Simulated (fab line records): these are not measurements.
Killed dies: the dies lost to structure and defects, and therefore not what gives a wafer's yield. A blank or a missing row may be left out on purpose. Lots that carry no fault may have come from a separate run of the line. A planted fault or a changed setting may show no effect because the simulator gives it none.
Struck lot and sound lot, side by side | flow rit_cmos | 17 out of 202 route steps
Sound: the wafers L879.1, L879.2, L879.4. Struck: wafers L865.1, L865.4, L865.6. The cause comes at the end.
Each step with rows lists, per side, the tool, then ch with its chambers, then its first start. Under that, the readings that differ: sound wafers | struck wafers | difference of the means | sigmas: that difference in standard deviations of wafers without a fault.
alike: words and numbers the same on both sides, and readings whose means are apart by under 2 such deviations; not compared: readings that were withheld, readings missing a value for some wafer, numbers with overlapping values and no deviation given by the record, and bounds like >300 which may hide the same value.
Wherever a step has rows on one side only, a row that says differs or no value, or a row with sigmas, the two part there. Non-overlapping numbers with no deviation appear without sigmas and do not part them. A reading that every wafer of one side lacks parts them only if that side has two wafers or more.

first, 1 step without rows for these wafers: RIT_PRETRO_DEVELOP_05 (develop time 68 s).
RIT_PRETRO_OVL_MEAS_06:
  struck on overlay-02, day 2 23:26; sound on overlay-02, day 5 22:44
  alike: PRETRO_OVL
then, 2 steps without rows for these wafers: RIT_PRETRO_HARDBAKE_07 (time 120 s); RIT_PRETRO_IMPLANT_08.
RIT_PRETRO_STRIP_09: strips in O2, time 180 s.
  sound on plasma_asher-03 ch 0,1, day 5 23:17; struck on plasma_asher-03 ch 0,1, day 2 23:53
  alike: drypump_motor_current_A
  not compared: rf_hours_counter_h
RIT_PRETRO_TW_MEAS_10:
  struck on film_metro-04, day 3 00:03; sound on film_metro-01, day 5 23:28
  reading   | sound       | struck      | difference | sigmas
  PRETRO_TW | 482 482 482 | 470 467 466 | -14        | -2
then, 5 steps without rows for these wafers: RIT_GATE_WET_ETCH_00 (etches SiO2 in BOE, target depth 56 nm, time 60 s); RIT_GATE_CLEAN_01 (cleans in SC1, time 600 s); RIT_GATE_CLEAN_02 (cleans in dHF, time 30 s); RIT_GATE_CLEAN_03 (cleans in SC2, time 600 s); RIT_GATE_CLEAN_04 (cleans in dHF, time 60 s).
RIT_FOX2_THK_MEAS_91:
  struck on film_metro-02, day 3 00:32; sound on film_metro-02, day 5 23:59
  alike: FIELD_OXIDE_LEFT_2_THK
RIT_GATE_OXIDATION_05: target thk 3 nm, ox time 270 s.
  sound on furnace-04 ch 0, day 6 02:09; struck on furnace-03 ch 0, day 3 01:50
then, 1 step without rows for these wafers: RIT_GATE_ANNEAL_06 (time 600 s).
RIT_GATE_THK_MEAS_07:
  struck on film_metro-01, day 3 04:18; sound on film_metro-01, day 6 04:24
  reading             | sound          | struck         | difference | sigmas
  GATE_OXIDE_THK (nm) | 3.03 2.91 3.01 | 5.13 5.01 5.19 | +2.13      | +39
then, 1 step without rows for these wafers: RIT_GATE_CVD_08 (deposits poly-Si from SiH4, target thk 250 nm, time 2220 s).
RIT_M1_PROBE_99:
  struck on prober-02, day 4 05:17; sound on prober-02, day 7 03:52
  alike: killed_at_contacts, killed_at_front_end, killed_dies, killed_open, killed_short

WHERE THEY PART
At RIT_PRETRO_TW_MEAS_10 first; at RIT_GATE_THK_MEAS_07 last (within this record only). Later steps at which nothing parts them and some readings are alike: RIT_M1_PROBE_99.

WHY: the cause the simulator had injected
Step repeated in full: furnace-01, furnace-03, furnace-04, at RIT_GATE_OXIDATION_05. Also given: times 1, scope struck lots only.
